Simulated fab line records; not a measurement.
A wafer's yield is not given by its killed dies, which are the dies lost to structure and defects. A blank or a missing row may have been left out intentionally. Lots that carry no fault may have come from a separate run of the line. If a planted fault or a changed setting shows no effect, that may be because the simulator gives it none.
Which of the tools did it? :: flow berkeleyCmos170 :: Sampling: 13 lots, 39 wafers, 4 of 331 route steps

## WHAT THE GAUGES READ, wafer by wafer
UCB170_V2_THK_MEAS_04.
lot: L879
measured: day 7 10:20
on: filmMetro-04
V2_POLISHED_THK (nm): 1000.2 999.1 999.3

lot: L880
measured: day 7 08:59
on: filmMetro-03
V2_POLISHED_THK (nm): 999.0 1000.3 999.2

lot: L881
measured: day 8 01:10
on: filmMetro-03
V2_POLISHED_THK (nm): 1000.6 1001.6 1000.2

lot: L882
measured: day 8 21:33
on: filmMetro-03
V2_POLISHED_THK (nm): 1000.6 999.0 1000.8

lot: L883
measured: day 8 19:10
on: filmMetro-04
V2_POLISHED_THK (nm): 1000.9 1002.2 1002.3

lot: L884
measured: day 8 21:11
on: filmMetro-03
V2_POLISHED_THK (nm): 1001.0 999.9 1002.2

lot: L891
measured: day 9 02:43
on: filmMetro-03
V2_POLISHED_THK (nm): 1000.2 998.9 999.3

lot: L889
measured: day 9 02:53
on: filmMetro-02
V2_POLISHED_THK (nm): 1001.3 1000.3 999.6

lot: L892
measured: day 10 03:35
on: filmMetro-03
V2_POLISHED_THK (nm): 1001.5 1001.4 1001.0

lot: L894
measured: day 10 22:52
on: filmMetro-03
V2_POLISHED_THK (nm): 999.0 999.2 999.9

lot: L896
measured: day 11 11:38
on: filmMetro-04
V2_POLISHED_THK (nm): 997.6 999.5 998.9

lot: L897
measured: day 11 13:37
on: filmMetro-04
V2_POLISHED_THK (nm): 998.9 999.1 1000.2

lot: L902
measured: day 11 21:46
on: filmMetro-03
V2_POLISHED_THK (nm): 1000.8 1000.2 1001.3

UCB170_V2_OVL_MEAS_13.
lot: L879
measured: day 7 11:58
on: overlay-02
V2_OVL (nm): 4 -7 -1

lot: L880
measured: day 7 10:33
on: overlay-02
V2_OVL (nm): 3 -6 8

lot: L881
measured: day 8 02:22
on: overlay-01
V2_OVL (nm): 8 0 8

lot: L882
measured: day 8 23:43
on: overlay-01
V2_OVL (nm): 1 -1 -7

lot: L883
measured: day 8 20:40
on: overlay-02
V2_OVL (nm): -5 -11 -10

lot: L884
measured: day 8 22:56
on: overlay-02
V2_OVL (nm): -13 -13 -7

lot: L891
measured: day 9 04:17
on: overlay-02
V2_OVL (nm): 5 -1 0

lot: L889
measured: day 9 04:24
on: overlay-01
V2_OVL (nm): -6 -3 -13

lot: L892
measured: day 10 05:22
on: overlay-02
V2_OVL (nm): 1 -4 0

lot: L894
measured: day 11 00:14
on: overlay-01
V2_OVL (nm): 6 12 14

lot: L896
measured: day 11 13:27
on: overlay-02
V2_OVL (nm): 8 5 3

lot: L897
measured: day 11 15:26
on: overlay-02
V2_OVL (nm): -12 -9 -12

lot: L902
measured: day 11 23:28
on: overlay-01
V2_OVL (nm): -5 -4 -2

UCB170_V2_CD_MEAS_90: the cd target is 700 nm.
lot: L879
measured: day 7 12:17
on: cdSem-02
cdNm (nm): 702.5 701.6 702.1

lot: L880
measured: day 7 10:54
on: cdSem-02
cdNm (nm): 701.3 699.5 700.1

lot: L881
measured: day 8 02:41
on: cdSem-01
cdNm (nm): 701.7 700.3 701.9

lot: L882
measured: day 9 00:04
on: cdSem-02
cdNm (nm): 697.2 699.7 696.4

lot: L883
measured: day 8 20:58
on: cdSem-01
cdNm (nm): 699.6 699.8 699.9

lot: L884
measured: day 8 23:15
on: cdSem-01
cdNm (nm): 699.7 699.1 701.5

lot: L891
measured: day 9 04:37
on: cdSem-01
cdNm (nm): 697.0 695.9 696.9

lot: L889
measured: day 9 04:43
on: cdSem-02
cdNm (nm): 699.3 698.8 697.6

lot: L892
measured: day 10 05:42
on: cdSem-01
cdNm (nm): 698.6 698.7 698.2

lot: L894
measured: day 11 00:34
on: cdSem-01
cdNm (nm): 701.2 702.9 699.7

lot: L896
measured: day 11 13:48
on: cdSem-01
cdNm (nm): 701.4 700.0 700.5

lot: L897
measured: day 11 15:45
on: cdSem-02
cdNm (nm): 702.7 700.6 703.1

lot: L902
measured: day 11 23:49
on: cdSem-02
cdNm (nm): 700.5 700.6 700.2

## WHAT TOOL EACH LOT RAN ON (gives the tool, then ch and the chambers of the sampled wafers, and finally the start)
lot: L879
UCB170_ACTIVE_STRIP_16: plasmaAsher-03 ch 0,1, day 4 01:37

lot: L880
UCB170_ACTIVE_STRIP_16: plasmaAsher-02 ch 0,1, day 4 01:53

lot: L881
UCB170_ACTIVE_STRIP_16: plasmaAsher-04 ch 0,1, day 5 00:35

lot: L882
UCB170_ACTIVE_STRIP_16: plasmaAsher-04 ch 0,1, day 5 07:55

lot: L883
UCB170_ACTIVE_STRIP_16: plasmaAsher-02 ch 0,1, day 5 08:22

lot: L884
UCB170_ACTIVE_STRIP_16: plasmaAsher-03 ch 0,1, day 5 12:35

lot: L891
UCB170_ACTIVE_STRIP_16: plasmaAsher-02 ch 0,1, day 6 01:19

lot: L889
UCB170_ACTIVE_STRIP_16: plasmaAsher-03 ch 0,1, day 6 01:26

lot: L892
UCB170_ACTIVE_STRIP_16: plasmaAsher-03 ch 1, day 6 17:56

lot: L894
UCB170_ACTIVE_STRIP_16: plasmaAsher-03 ch 0,1, day 7 08:16

lot: L896
UCB170_ACTIVE_STRIP_16: plasmaAsher-02 ch 1, day 7 16:17

lot: L897
UCB170_ACTIVE_STRIP_16: plasmaAsher-04 ch 0,1, day 7 21:18

lot: L902
UCB170_ACTIVE_STRIP_16: plasmaAsher-02 ch 0,1, day 8 16:10
- UCB170_ACTIVE_STRIP_16: strips in O2.

## AS READ BY THE TOOLS THEMSELVES (means over the sampled wafers that have a number; for cases with no such wafer, the mark the record gives instead)
UCB170_ACTIVE_STRIP_16.
lot: L879
tool: plasmaAsher-03
chamberPressureMTorr (mTorr): 3503
drypumpMotorCurrentA (A): 5.8
oesProductAu (a.u.): 0.722
stripTimeToEndpointS (s): 18.13

lot: L880
tool: plasmaAsher-02
chamberPressureMTorr (mTorr): 3502
drypumpMotorCurrentA (A): 5.3
oesProductAu (a.u.): 0.721
stripTimeToEndpointS (s): 17.95

lot: L881
tool: plasmaAsher-04
chamberPressureMTorr (mTorr): 3502
drypumpMotorCurrentA (A): 6.0
oesProductAu (a.u.): 0.724
stripTimeToEndpointS (s): 18.14

lot: L882
tool: plasmaAsher-04
chamberPressureMTorr (mTorr): 3498
drypumpMotorCurrentA (A): 5.9
oesProductAu (a.u.): 0.717
stripTimeToEndpointS (s): 18.06

lot: L883
tool: plasmaAsher-02
chamberPressureMTorr (mTorr): 3497
drypumpMotorCurrentA (A): 5.3
oesProductAu (a.u.): 0.723
stripTimeToEndpointS (s): 18.10

lot: L884
tool: plasmaAsher-03
chamberPressureMTorr (mTorr): 3499
drypumpMotorCurrentA (A): 6.0
oesProductAu (a.u.): 0.726
stripTimeToEndpointS (s): 18.05

lot: L891
tool: plasmaAsher-02
chamberPressureMTorr (mTorr): 3498
drypumpMotorCurrentA (A): 5.3
oesProductAu (a.u.): 0.719
stripTimeToEndpointS (s): 18.14

lot: L889
tool: plasmaAsher-03
chamberPressureMTorr (mTorr): 3502
drypumpMotorCurrentA (A): 6.0
oesProductAu (a.u.): 0.724
stripTimeToEndpointS (s): 18.11

lot: L892
tool: plasmaAsher-03
chamberPressureMTorr (mTorr): 3500
drypumpMotorCurrentA (A): 5.7
oesProductAu (a.u.): 0.718
stripTimeToEndpointS (s): 18.16

lot: L894
tool: plasmaAsher-03
chamberPressureMTorr (mTorr): 3500
drypumpMotorCurrentA (A): 5.8
oesProductAu (a.u.): 0.725
stripTimeToEndpointS (s): 18.04

lot: L896
tool: plasmaAsher-02
chamberPressureMTorr (mTorr): 3499
drypumpMotorCurrentA (A): 5.2
oesProductAu (a.u.): 0.723
stripTimeToEndpointS (s): 18.11

lot: L897
tool: plasmaAsher-04
chamberPressureMTorr (mTorr): 3502
drypumpMotorCurrentA (A): 6.0
oesProductAu (a.u.): 0.720
stripTimeToEndpointS (s): 18.07

lot: L902
tool: plasmaAsher-02
chamberPressureMTorr (mTorr): 3500
drypumpMotorCurrentA (A): 5.3
oesProductAu (a.u.): 0.722
stripTimeToEndpointS (s): 18.16

## THE ANSWER, worked out from the rows above alone
Rule: usual is defined by the lots themselves. Put in order of their means at a reading, lots are off if they are a third of the lots or fewer, leave a main group of 4 or more, and stand apart from it by a gap of 3 or more times the standard deviation of the main group's means; of several such gaps the widest counts. A main group whose means are all the same, to the digits that the tables above print for the reading, isn't used. A lot without any number at a reading at which 4 lots or more have one is off too. All remaining lots with rows at the step are treated as sound. The gauges are gone through in route order, then the tools' own readings, and for those a lot's mean is taken as printed above. The first step at which some lot is off is used, and at that step the reading that is off furthest; a lot without a number counts as furthest.
Nothing can be told from this: no lot is off at any reading shown.

## WHAT THE SIMULATOR HAD PUT IN
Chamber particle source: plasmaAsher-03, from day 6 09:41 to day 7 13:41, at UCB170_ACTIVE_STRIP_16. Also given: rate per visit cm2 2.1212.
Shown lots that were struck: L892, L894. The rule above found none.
